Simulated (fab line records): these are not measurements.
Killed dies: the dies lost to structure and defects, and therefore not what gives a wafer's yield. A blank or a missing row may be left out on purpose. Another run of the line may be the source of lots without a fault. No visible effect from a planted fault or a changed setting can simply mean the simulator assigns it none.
Struck lot and sound lot, side by side    flow berkeley_cmos170    36 out of 331 route steps
Sound: wafers L133.1, L133.5, L133.6. The struck wafers were L139.1, L139.2, L139.4. The cause is given at the end.
Per side, at each step with rows, come the tool, then ch with its chambers, and then its first start. Under that, the readings that differ: sound wafers    struck wafers    difference of the means    sigmas: that difference in standard deviations of wafers without a fault.
alike: readings whose means differ by less than 2 such deviations, and words and numbers that are the same on both sides. not compared: withheld readings, readings that some wafer has no value for, bounds like >300 that may hide the same value, and numbers for which the record gives no deviation and whose values overlap.
A row with sigmas, a row that says differs or no value, or rows on one side alone: a step with any of these is where the two part. When numbers do not overlap yet have no deviation, they are printed without sigmas and do not part them. Lack of a reading on every wafer of one side parts them only where that side has two or more wafers.

UCB170_SPACER_CVD_00: deposits SiO2 from TEOS/O2, target thk 376 nm, time 47 s.
  sound on pecvd-04 ch 0,1, day 7 08:20; struck on pecvd-04 ch 0,1,2, day 9 01:22
  alike: heater_power_w
UCB170_SPACER_THK_MEAS_01:
  sound on film_metro-03 at day 7 08:23; struck on film_metro-02 at day 9 01:25
  alike: SPACER_TEOS_THK
then, 8 steps without rows for these wafers: UCB170_SPACER_ANNEAL_02 (time 1800 s); UCB170_SPACER_ETCHBACK_03 (etches SiO2 in CHF3/CF4/Ar, stops on Si, target depth 376 nm, time 100 s); UCB170_PSD_HMDS_00 (prime time 60 s); UCB170_PSD_COAT_01 (resist thk 900 nm); UCB170_PSD_SOFTBAKE_02 (time 60 s); UCB170_PSD_EXPOSE_03 (exposes mask PSELECT MOD, target cd 1200 nm); UCB170_PSD_PEB_04; UCB170_PSD_DEVELOP_05 (develop time 45 s).
UCB170_PSD_CD_MEAS_06: the cd target is 1200 nm.
  sound on cd_sem-01 at day 7 14:48; struck on cd_sem-02 at day 9 05:41
reading     sound                 struck                difference  sigmas
cd_nm (nm)  1199.2 1198.9 1200.0  1202.7 1201.6 1205.0  +3.7        +2
UCB170_PSD_OVL_MEAS_07:
  sound on overlay-01 at day 7 14:55; struck on overlay-02 at day 9 05:48
  alike: PSD_OVL
UCB170_PSD_IMPLANT_08:
  sound on implanter-02 ch 0, day 7 14:58; struck on implanter-03 ch 0, day 9 05:50
reading             sound              struck             difference  sigmas
beam_on_s (s)       10.00 10.35 10.43  7.84 7.82 7.64     -2.49       -12
faraday_current_uA  9226 8954 8828     11783 11898 12076  +2916       +15
UCB170_PSD_STRIP_09: strips in O2.
  sound on plasma_asher-02 ch 0,1, day 7 15:07; struck on plasma_asher-02 ch 0,1, day 9 05:59
reading                       sound              struck             difference  sigmas
oes_product_au (a.u.)         0.603 0.594 0.596  0.631 0.639 0.633  +0.037      +8
strip_time_to_endpoint_s (s)  29.46 29.39 29.50  26.85 26.86 26.83  -2.60       -38
  alike: chamber_pressure_mTorr, drypump_motor_current_A
  not compared: rf_hours_counter_h
UCB170_PSD_TW_MEAS_10:
  sound on film_metro-02 at day 7 15:13; struck on film_metro-02 at day 9 06:05
reading  sound           struck          difference  sigmas
PSD_TW   2384 2375 2378  2206 2210 2211  -170        -5
  not compared: hold
then, 6 steps without rows for these wafers: UCB170_NSD_HMDS_00 (prime time 60 s); UCB170_NSD_COAT_01 (resist thk 900 nm); UCB170_NSD_SOFTBAKE_02 (time 60 s); UCB170_NSD_EXPOSE_03 (exposes mask NSELECT MOD, target cd 1200 nm); UCB170_NSD_PEB_04; UCB170_NSD_DEVELOP_05 (develop time 45 s).
UCB170_NSD_CD_MEAS_06: the cd target is 1200 nm.
  sound on cd_sem-02 at day 7 16:36; struck on cd_sem-01 at day 9 08:13
  alike: cd_nm
UCB170_NSD_OVL_MEAS_07:
  sound on overlay-01 at day 7 16:43; struck on overlay-02 at day 9 08:20
  alike: NSD_OVL
after that, 1 step had no rows for these wafers: UCB170_NSD_IMPLANT_08.
UCB170_NSD_STRIP_09: strips in O2.
  sound on plasma_asher-04 ch 0,1, day 7 16:55; struck on plasma_asher-04 ch 0,1, day 9 08:32
reading                       sound              struck             difference  sigmas
strip_time_to_endpoint_s (s)  35.86 35.93 35.90  35.77 35.77 35.80  -0.12       -2
  alike: chamber_pressure_mTorr, drypump_motor_current_A, oes_product_au
  not compared: rf_hours_counter_h
UCB170_NSD_TW_MEAS_10:
  sound on film_metro-02 at day 7 17:01; struck on film_metro-01 at day 9 08:38
reading  sound           struck          difference  sigmas
NSD_TW   4292 4273 4284  4158 4154 4157  -127        -2
then, 4 steps without rows for these wafers: UCB170_NSD_CLEAN_11 (cleans in SPM, time 600 s); UCB170_BACKSIDE_HMDS_00 (prime time 60 s); UCB170_BACKSIDE_COAT_01 (resist thk 900 nm); UCB170_BACKSIDE_SOFTBAKE_02 (time 60 s).
UCB170_BACKSIDE_STRIP_03: strips in O2.
  sound on plasma_asher-03 ch 0,1, day 7 17:41; struck on plasma_asher-03 ch 0,1, day 9 09:40
  alike: chamber_pressure_mTorr, drypump_motor_current_A, oes_product_au, strip_time_to_endpoint_s
  not compared: rf_hours_counter_h
then, 1 step without rows for these wafers: UCB170_BACKSIDE_CLEAN_04 (cleans in SPM, time 600 s).
UCB170_SDANNEAL_RTA_00: time 10 s.
  sound on rtp_anneal-01 ch 0, day 7 17:58; struck on rtp_anneal-02 ch 0, day 9 09:56
reading             sound              struck             difference  sigmas
lamp_power_pct (%)  24.16 24.16 24.17  24.30 24.32 24.34  +0.16       +2
  alike: wafer_temp_C_max
UCB170_SDANNEAL_RTA_01: time 5 s.
  sound on rtp_anneal-01 ch 0, day 7 18:02; struck on rtp_anneal-02 ch 0, day 9 10:01
reading             sound              struck             difference  sigmas
lamp_power_pct (%)  37.30 37.30 37.29  37.50 37.52 37.54  +0.22       +2
  alike: wafer_temp_C_max
UCB170_SDANNEAL_RS_MEAS_02: measures by four-point-probe.
  sound on film_metro-01 at day 7 18:05; struck on film_metro-02 at day 9 10:27
reading          sound           struck          difference  sigmas
PSD_RS (ohm/sq)  75.7 75.5 75.3  89.6 89.4 89.2  +13.9       +45
  not compared: hold
after that, 1 step had no rows for these wafers: UCB170_M3_PROBE_99.

WHERE THEY PART
At UCB170_PSD_CD_MEAS_06 first; at UCB170_SDANNEAL_RS_MEAS_02 last (within this record only).

WHY: whatever the simulator had introduced
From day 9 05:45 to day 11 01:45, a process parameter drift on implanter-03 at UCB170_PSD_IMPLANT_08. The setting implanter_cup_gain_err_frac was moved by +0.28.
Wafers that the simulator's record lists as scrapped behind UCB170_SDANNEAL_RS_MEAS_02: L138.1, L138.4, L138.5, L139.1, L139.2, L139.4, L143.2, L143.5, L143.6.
